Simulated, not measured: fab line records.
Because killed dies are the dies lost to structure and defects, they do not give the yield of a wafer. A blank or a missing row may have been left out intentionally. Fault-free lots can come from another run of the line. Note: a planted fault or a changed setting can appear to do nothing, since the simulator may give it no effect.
The tool behind it: which one? + flow berkeleyCmos170 + 15 lots with 45 wafers sampled at 7 steps, on a route of 331 steps

WHAT THE GAUGES SHOWED, per wafer
UCB170_FIELD_THK_MEAS_02.
| lot  | measured    | on           | FIELD_OXIDE_THK (nm) |
|------|-------------|--------------|----------------------|
| L497 | day 4 10:27 | filmMetro-01 | 536 537 546          |
| L498 | day 4 20:08 | filmMetro-04 | 551 547 553          |
| L499 | day 5 08:07 | filmMetro-04 | 566 572 565          |
| L500 | day 5 17:59 | filmMetro-04 | 552 555 546          |
| L502 | day 5 23:02 | filmMetro-01 | 583 575 578          |
| L501 | day 5 23:03 | filmMetro-04 | 578 574 577          |
| L505 | day 6 12:14 | filmMetro-04 | 571 555 566          |
| L511 | day 7 17:50 | filmMetro-01 | 549 556 555          |
| L514 | day 8 10:05 | filmMetro-03 | 564 563 560          |
| L515 | day 8 10:05 | filmMetro-01 | 546 553 558          |
| L513 | day 8 10:07 | filmMetro-04 | 561 559 567          |
| L516 | day 8 10:10 | filmMetro-03 | 556 559 551          |
| L517 | day 8 10:10 | filmMetro-04 | 554 561 549          |
| L518 | day 9 04:59 | filmMetro-03 | 577 557 569          |
| L520 | day 9 05:01 | filmMetro-01 | 575 564 569          |

UCB170_NLDD_OVL_MEAS_07.
| lot  | measured     | on         | NLDD_OVL (nm) |
|------|--------------|------------|---------------|
| L497 | day 6 00:28  | overlay-02 | -7 -7 -9      |
| L498 | day 6 12:20  | overlay-02 | -1 -1 0       |
| L499 | day 7 02:07  | overlay-02 | 5 -2 2        |
| L500 | day 7 16:51  | overlay-02 | -2 1 -7       |
| L502 | day 7 16:58  | overlay-02 | -2 -4 -4      |
| L501 | day 7 16:51  | overlay-01 | 3 -1 -5       |
| L505 | day 8 08:56  | overlay-01 | 10 7 7        |
| L511 | day 9 09:40  | overlay-02 | -1 -3 2       |
| L514 | day 10 02:29 | overlay-01 | -8 -8 -7      |
| L515 | day 10 02:14 | overlay-01 | 0 1 7         |
| L513 | day 10 07:03 | overlay-01 | -1 -3 -5      |
| L516 | day 10 02:11 | overlay-01 | 8 9 4         |
| L517 | day 10 07:01 | overlay-01 | -1 3 3        |
| L518 | day 10 22:49 | overlay-01 | 3 -1 -6       |
| L520 | day 10 22:43 | overlay-02 | 0 1 3         |

UCB170_PSD_TW_MEAS_10.
| lot  | measured     | on           | PSD_TW         |
|------|--------------|--------------|----------------|
| L497 | day 6 06:40  | filmMetro-03 | 2344 2353 2348 |
| L498 | day 6 20:14  | filmMetro-04 | 2373 2359 2366 |
| L499 | day 7 09:05  | filmMetro-02 | 2861 2875 2864 |
| L500 | day 7 21:54  | filmMetro-04 | 2336 2355 2353 |
| L502 | day 7 22:42  | filmMetro-03 | 2850 2866 2858 |
| L501 | day 7 22:29  | filmMetro-02 | 2876 2865 2873 |
| L505 | day 8 14:58  | filmMetro-02 | 2347 2344 2348 |
| L511 | day 9 19:06  | filmMetro-03 | 2331 2333 2336 |
| L514 | day 10 09:05 | filmMetro-04 | 2365 2369 2363 |
| L515 | day 10 09:07 | filmMetro-03 | 2320 2326 2312 |
| L513 | day 10 12:31 | filmMetro-02 | 2348 2353 2357 |
| L516 | day 10 08:49 | filmMetro-04 | 2374 2365 2362 |
| L517 | day 10 12:15 | filmMetro-03 | 2324 2323 2326 |
| L518 | day 11 06:38 | filmMetro-03 | 2357 2344 2338 |
| L520 | day 11 06:33 | filmMetro-04 | 2357 2354 2344 |

UCB170_SDANNEAL_RS_MEAS_02: uses a four-point probe to measure.
| lot  | measured     | on           | PSD_RS (ohm/sq)   |
|------|--------------|--------------|-------------------|
| L497 | day 6 11:41  | filmMetro-02 | 75.24 75.06 74.93 |
| L498 | day 7 00:34  | filmMetro-02 | 75.12 75.42 75.43 |
| L499 | day 7 11:45  | filmMetro-02 | 53.76 53.67 53.56 |
| L500 | day 8 00:56  | filmMetro-03 | 75.90 75.85 75.16 |
| L502 | day 8 02:04  | filmMetro-04 | 53.47 53.53 53.60 |
| L501 | day 8 01:47  | filmMetro-04 | 53.60 53.38 53.46 |
| L505 | day 8 19:03  | filmMetro-03 | 75.18 75.41 75.24 |
| L511 | day 9 22:34  | filmMetro-03 | 75.92 76.06 75.73 |
| L514 | day 10 12:23 | filmMetro-03 | 74.97 75.11 75.41 |
| L515 | day 10 12:50 | filmMetro-02 | 75.62 75.67 75.61 |
| L513 | day 10 15:22 | filmMetro-03 | 75.47 75.69 75.01 |
| L516 | day 10 12:24 | filmMetro-04 | 75.76 75.79 75.66 |
| L517 | day 10 15:10 | filmMetro-02 | 75.15 75.10 75.13 |
| L518 | day 11 10:41 | filmMetro-02 | 75.62 75.61 75.61 |
| L520 | day 11 10:19 | filmMetro-04 | 75.48 75.35 75.14 |

TOOL THAT RAN EACH LOT (tool first, then ch and the chambers of the sampled wafers, then the start)
| lot  | UCB170_PLDD_STRIP_10                | UCB170_PSD_IMPLANT_08           | UCB170_PSD_STRIP_09                 |
|------|-------------------------------------|---------------------------------|-------------------------------------|
| L497 | plasmaAsher-03 ch 0,1, day 5 22:43  | implanter-03 ch 0, day 6 06:25  | plasmaAsher-02 ch 0,1, day 6 06:34  |
| L498 | plasmaAsher-04 ch 0,1, day 6 10:35  | implanter-02 ch 0, day 6 19:58  | plasmaAsher-02 ch 0,1, day 6 20:08  |
| L499 | plasmaAsher-04 ch 0,1, day 7 00:35  | implanter-02 ch 0, day 7 08:34  | plasmaAsher-04 ch 0,1, day 7 08:59  |
| L500 | plasmaAsher-03 ch 0,1, day 7 14:29  | implanter-02 ch 0, day 7 21:39  | plasmaAsher-04 ch 0,1, day 7 21:48  |
| L502 | plasmaAsher-04 ch 0,1, day 7 14:43  | implanter-03 ch 0, day 7 22:08  | plasmaAsher-01 ch 0,1, day 7 22:36  |
| L501 | plasmaAsher-01 ch 0,1, day 7 14:38  | implanter-04 ch 0, day 7 21:56  | plasmaAsher-02 ch 1, day 7 22:22    |
| L505 | plasmaAsher-01 ch 0,1, day 8 07:19  | implanter-04 ch 0, day 8 14:43  | plasmaAsher-04 ch 0,1, day 8 14:52  |
| L511 | plasmaAsher-01 ch 0,1, day 9 08:16  | implanter-04 ch 0, day 9 18:51  | plasmaAsher-01 ch 0,1, day 9 19:00  |
| L514 | plasmaAsher-01 ch 0,1, day 10 00:31 | implanter-02 ch 0, day 10 08:50 | plasmaAsher-01 ch 0,1, day 10 08:59 |
| L515 | plasmaAsher-03 ch 0,1, day 10 00:14 | implanter-03 ch 0, day 10 08:52 | plasmaAsher-02 ch 0,1, day 10 09:01 |
| L513 | plasmaAsher-03 ch 0,1, day 10 01:05 | implanter-02 ch 0, day 10 12:17 | plasmaAsher-01 ch 0,1, day 10 12:25 |
| L516 | plasmaAsher-03 ch 0,1, day 10 00:06 | implanter-03 ch 0, day 10 08:35 | plasmaAsher-02 ch 0, day 10 08:43   |
| L517 | plasmaAsher-03 ch 0,1, day 10 00:41 | implanter-03 ch 0, day 10 12:02 | plasmaAsher-02 ch 0,1, day 10 12:10 |
| L518 | plasmaAsher-01 ch 0,1, day 10 20:35 | implanter-02 ch 0, day 11 06:23 | plasmaAsher-01 ch 0,1, day 11 06:32 |
| L520 | plasmaAsher-03 ch 0,1, day 10 20:31 | implanter-04 ch 0, day 11 06:21 | plasmaAsher-02 ch 0,1, day 11 06:28 |
- UCB170_PLDD_STRIP_10: strips in O2.
- UCB170_PSD_IMPLANT_08
- UCB170_PSD_STRIP_09: strips in O2.

AS READ BY THE TOOLS THEMSELVES (means over the sampled wafers that have a number; for cases with no such wafer, the mark the record gives instead)
UCB170_PLDD_STRIP_10.
| lot  | tool           | drypumpMotorCurrentA (A) | oesProductAu (a.u.) | stripTimeToEndpointS (s) |
|------|----------------|--------------------------|---------------------|--------------------------|
| L497 | plasmaAsher-03 | 6.3                      | 0.732               | 21.60                    |
| L498 | plasmaAsher-04 | 5.9                      | 0.731               | 21.60                    |
| L499 | plasmaAsher-04 | 5.7                      | 0.738               | 21.67                    |
| L500 | plasmaAsher-03 | 6.3                      | 0.733               | 21.63                    |
| L502 | plasmaAsher-04 | 5.9                      | 0.739               | 21.69                    |
| L501 | plasmaAsher-01 | 5.5                      | 0.731               | 21.67                    |
| L505 | plasmaAsher-01 | 5.5                      | 0.734               | 21.61                    |
| L511 | plasmaAsher-01 | 5.5                      | 0.732               | 21.60                    |
| L514 | plasmaAsher-01 | 5.2                      | 0.729               | 21.59                    |
| L515 | plasmaAsher-03 | 6.1                      | 0.736               | 21.65                    |
| L513 | plasmaAsher-03 | 6.3                      | 0.733               | 21.68                    |
| L516 | plasmaAsher-03 | 6.3                      | 0.735               | 21.67                    |
| L517 | plasmaAsher-03 | 6.1                      | 0.733               | 21.56                    |
| L518 | plasmaAsher-01 | 5.2                      | 0.735               | 21.67                    |
| L520 | plasmaAsher-03 | 6.3                      | 0.733               | 21.68                    |

UCB170_PSD_STRIP_09.
| lot  | tool           | drypumpMotorCurrentA (A) | oesProductAu (a.u.) | stripTimeToEndpointS (s) |
|------|----------------|--------------------------|---------------------|--------------------------|
| L497 | plasmaAsher-02 | 5.6                      | 0.602               | 29.50                    |
| L498 | plasmaAsher-02 | 5.2                      | 0.601               | 29.33                    |
| L499 | plasmaAsher-04 | 5.8                      | 0.518               | 37.59                    |
| L500 | plasmaAsher-04 | 5.9                      | 0.604               | 29.34                    |
| L502 | plasmaAsher-01 | 5.5                      | 0.515               | 37.42                    |
| L501 | plasmaAsher-02 | 6.0                      | 0.521               | 37.67                    |
| L505 | plasmaAsher-04 | 5.9                      | 0.603               | 29.42                    |
| L511 | plasmaAsher-01 | 5.2                      | 0.606               | 29.38                    |
| L514 | plasmaAsher-01 | 5.2                      | 0.598               | 29.49                    |
| L515 | plasmaAsher-02 | 5.6                      | 0.601               | 29.30                    |
| L513 | plasmaAsher-01 | 5.2                      | 0.597               | 29.42                    |
| L516 | plasmaAsher-02 | 4.8                      | 0.601               | 29.31                    |
| L517 | plasmaAsher-02 | 5.2                      | 0.600               | 29.38                    |
| L518 | plasmaAsher-01 | 5.2                      | 0.601               | 29.41                    |
| L520 | plasmaAsher-02 | 5.2                      | 0.601               | 29.32                    |

THE ANSWER, worked out from the rows above alone
Rule: the usual values come from the lots themselves. Put in order of their means at a reading, lots are off if they are a third of the lots or fewer, leave a main group of 4 or more, and stand apart from it by a gap of 3 or more times the standard deviation of the main group's means; of several such gaps the widest counts. A main group is skipped when, at the precision printed for the reading in the tables above, its means are all equal. Also off: a lot with no number at a reading for which 4 or more lots have one. Any other lot the step has rows for is counted as sound. First the gauges in route order, then the tools' own readings, where a lot's mean is used as printed above. At the first step where some lot is off, the reading lying furthest off is the one used; lots without a number count as furthest.
Off: at UCB170_PSD_TW_MEAS_10 (PSD_TW), L499, L502, L501. The main group has a mean of 2347 with a standard deviation of 15.
A tool fits if, at a process step before that reading, it ran every lot that is off, and no sound lot after the first of them. Not tried: the gauges at UCB170_PSD_TW_MEAS_10; whatever is off there is also off at UCB170_PSD_STRIP_09, on other tools, and gauge error can't account for it. None of those tried fits.

WHAT WAS PUT IN BY THE SIMULATOR
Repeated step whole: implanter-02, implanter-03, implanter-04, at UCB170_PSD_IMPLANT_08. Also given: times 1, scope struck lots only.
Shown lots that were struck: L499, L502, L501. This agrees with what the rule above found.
